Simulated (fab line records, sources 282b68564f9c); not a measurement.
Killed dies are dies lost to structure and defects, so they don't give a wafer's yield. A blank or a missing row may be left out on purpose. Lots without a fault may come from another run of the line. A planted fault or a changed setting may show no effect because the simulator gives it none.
Split-lot experiment | flow rit_cmos | 5 lots, 23 wafers read, on a route of 202 steps

THE SPLIT
At RIT_NLDD_HARDBAKE_07 (time 60 s), the setting temp_c was moved away from the recipe's 140 C on 9 of the 23 wafers read, by -2.8% to +2.5%. The other wafers ran this setting at the recipe's value.

The reading is taken at the split's own step.

THE READING
NOVOLAK_of_NLDD_COAT_01.thk_nm (the simulator's own value, which no gauge read), in nm, at RIT_NLDD_HARDBAKE_07 (time 60 s). The file gives no usual value for it. The 14 wafers here that ran the recipe average 884.3 nm, standard deviation 2.9 nm.

wafer  | tool, chamber at the split | temp_c as run, C | against the recipe | NOVOLAK_of_NLDD_COAT_01.thk_nm, nm | against lot-mates on the recipe
L074.2 | litho_track-03, 0          | 137.1            | -2.1%              | 885.7                              | +4.2
L074.3 | litho_track-03, 0          | 140              | recipe             | 882.5                              | -
L074.4 | litho_track-03, 0          | 140              | recipe             | 880                                | -
L074.5 | litho_track-03, 0          | 140              | recipe             | 882.1                              | -
L074.6 | litho_track-03, 0          | 137.1            | -2.1%              | 885.6                              | +4.1
L075.1 | litho_track-03, 0          | 136.1            | -2.8%              | 893.6                              | +4.5
L075.2 | litho_track-03, 0          | 136.1            | -2.8%              | 893.8                              | +4.7
L075.3 | litho_track-03, 0          | 140              | recipe             | 887.7                              | -
L075.4 | litho_track-03, 0          | 140              | recipe             | 888.6                              | -
L075.6 | litho_track-03, 0          | 140              | recipe             | 891                                | -
L081.1 | litho_track-04, 0          | 140              | recipe             | 882.4                              | -
L081.2 | litho_track-04, 0          | 140              | recipe             | 884                                | -
L081.6 | litho_track-04, 0          | 140              | recipe             | 883.9                              | -
L082.1 | litho_track-04, 0          | 143.5            | +2.5%              | 879.6                              | -3.1
L082.2 | litho_track-04, 0          | 140              | recipe             | 882.1                              | -
L082.3 | litho_track-04, 0          | 140              | recipe             | 881.9                              | -
L082.4 | litho_track-04, 0          | 143.5            | +2.5%              | 880.7                              | -2.0
L082.6 | litho_track-04, 0          | 140              | recipe             | 884.1                              | -
L084.1 | litho_track-04, 0          | 140              | recipe             | 883.5                              | -
L084.2 | litho_track-04, 0          | 136.1            | -2.8%              | 892.3                              | +7.3
L084.4 | litho_track-04, 0          | 136.1            | -2.8%              | 891                                | +6.0
L084.5 | litho_track-04, 0          | 136.1            | -2.8%              | 892.9                              | +7.9
L084.6 | litho_track-04, 0          | 140              | recipe             | 886.5                              | -

THE FIT
A straight line over all 23 wafers: NOVOLAK_of_NLDD_COAT_01.thk_nm changes by -2.34 nm for each +1% of temp_c; r = -0.79; the points scatter about the line by 2.9 nm.
The same after taking each lot's own level away (the mean of its wafers on the recipe; 23 wafers): -1.82 nm for each +1%; r = -0.91; scatter 1.3 nm.
On that fit, the largest move of temp_c shifts the reading by 5.1 nm.
The lots' own levels span 881.53 to 889.10 nm, that is 2.6 times the standard deviation above.
So the lot-to-lot level blurs the effect unless lot-mates are compared.
Check: with one of the wafers moved furthest among these (-2.8%) left out of the fit, the line predicts +5.65 nm for it against its lot-mates. It came out at +4.5 nm against them.

OTHER SPLITS ON THESE WAFERS
These wafers also went through other splits before the reading. Each is held against what the fit with the lots' levels taken away leaves over:
other split on the same wafers  | wafers away from the commonest value | r with NOVOLAK_of_NLDD_COAT_01.thk_nm (lot level and that fit taken away)
RIT_REOX_OXIDATION_03 ox_time_s | 15                                   | -0.31

THE FILE'S OWN FIT
NOVOLAK_of_NLDD_COAT_01.thk_nm changes by -1.81 nm for each +1% of temp_c, r = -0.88.
